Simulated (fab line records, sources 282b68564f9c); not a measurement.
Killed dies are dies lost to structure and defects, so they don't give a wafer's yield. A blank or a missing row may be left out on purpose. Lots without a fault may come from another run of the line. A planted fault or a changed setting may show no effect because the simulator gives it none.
Split-lot experiment | flow rit_cmos | 5 lots, 23 wafers read, on a route of 202 steps

THE SPLIT
At RIT_M1_METAL_ETCH_12 (etches Al in Cl2/BCl3, stops on SiO2, time 165 s, target depth 600 nm), the setting rf_w was moved away from the recipe's 250 W on 8 of the 23 wafers read, by -4.8% to +9.3%. The other wafers ran this setting at the recipe's value.

The reading is taken at the split's own step.

THE READING
NOVOLAK_of_M1_COAT_04.thk_nm (the simulator's own value, which no gauge read), in nm, at RIT_M1_METAL_ETCH_12 (etches Al in Cl2/BCl3, stops on SiO2, time 165 s, target depth 600 nm). The file gives no usual value for it. The 15 wafers here that ran the recipe average 813.6 nm, standard deviation 16 nm.

wafer  | tool, chamber at the split | rf_w as run, W | against the recipe | NOVOLAK_of_M1_COAT_04.thk_nm, nm | against lot-mates on the recipe
L074.1 | rie_metal-04, 0            | 250            | recipe             | 833.3                            | -
L074.3 | rie_metal-04, 1            | 250            | recipe             | 807.2                            | -
L074.4 | rie_metal-04, 0            | 250            | recipe             | 833.5                            | -
L074.5 | rie_metal-04, 0            | 250            | recipe             | 830.6                            | -
L074.6 | rie_metal-04, 1            | 250            | recipe             | 812.7                            | -
L076.1 | rie_metal-02, 1            | 261.2          | +4.5%              | 772.1                            | -20.5
L076.2 | rie_metal-02, 0            | 250            | recipe             | 795.3                            | -
L076.3 | rie_metal-02, 1            | 261.2          | +4.5%              | 772.8                            | -19.9
L076.5 | rie_metal-02, 0            | 261.2          | +4.5%              | 781.5                            | -11.1
L076.6 | rie_metal-02, 1            | 250            | recipe             | 790                              | -
L080.2 | rie_metal-01, 1            | 250            | recipe             | 803.3                            | -
L080.4 | rie_metal-01, 1            | 250            | recipe             | 803.2                            | -
L080.6 | rie_metal-01, 1            | 250            | recipe             | 798.9                            | -
L081.1 | rie_metal-04, 1            | 250            | recipe             | 798.8                            | -
L081.3 | rie_metal-04, 1            | 250            | recipe             | 801.5                            | -
L081.4 | rie_metal-04, 0            | 238            | -4.8%              | 836                              | +35.9
L081.5 | rie_metal-04, 1            | 238            | -4.8%              | 818                              | +17.9
L081.6 | rie_metal-04, 0            | 238            | -4.8%              | 835.3                            | +35.1
L084.1 | rie_metal-04, 0            | 250            | recipe             | 830.8                            | -
L084.2 | rie_metal-04, 1            | 273.3          | +9.3%              | 780.1                            | -52.0
L084.4 | rie_metal-04, 0            | 250            | recipe             | 830.6                            | -
L084.5 | rie_metal-04, 0            | 250            | recipe             | 834.9                            | -
L084.6 | rie_metal-04, 1            | 273.3          | +9.3%              | 776.8                            | -55.3

THE FIT
A straight line over all 23 wafers: NOVOLAK_of_M1_COAT_04.thk_nm changes by -4.48 nm for each +1% of rf_w; r = -0.73; the points scatter about the line by 16 nm.
The same after taking each lot's own level away (the mean of its wafers on the recipe; 23 wafers): -5.54 nm for each +1%; r = -0.94; scatter 7.3 nm.
On that fit, the largest move of rf_w shifts the reading by 52 nm.
The lots' own levels span 792.65 to 832.10 nm, that is 2.5 times the standard deviation above.
So the lot-to-lot level blurs the effect unless lot-mates are compared.
Check: with one of the wafers moved furthest among these (+9.3%) left out of the fit, the line predicts -49.8 nm for it against its lot-mates. It came out at -52 nm against them.

OTHER SPLITS ON THESE WAFERS
These wafers also went through other splits before the reading. Each is held against what the fit with the lots' levels taken away leaves over:
other split on the same wafers        | wafers away from the commonest value | r with NOVOLAK_of_M1_COAT_04.thk_nm (lot level and that fit taken away)
RIT_CONTACT_EXPOSE_05 dose_mj         | 8                                    | -0.02
RIT_CONTACT_DEVELOP_07 develop_time_s | 8                                    | +0.20
RIT_M1_EXPOSE_06 dose_mj              | 8                                    | -0.03

THE FILE'S OWN FIT
NOVOLAK_of_M1_COAT_04.thk_nm changes by -5.53 nm for each +1% of rf_w, r = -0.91.
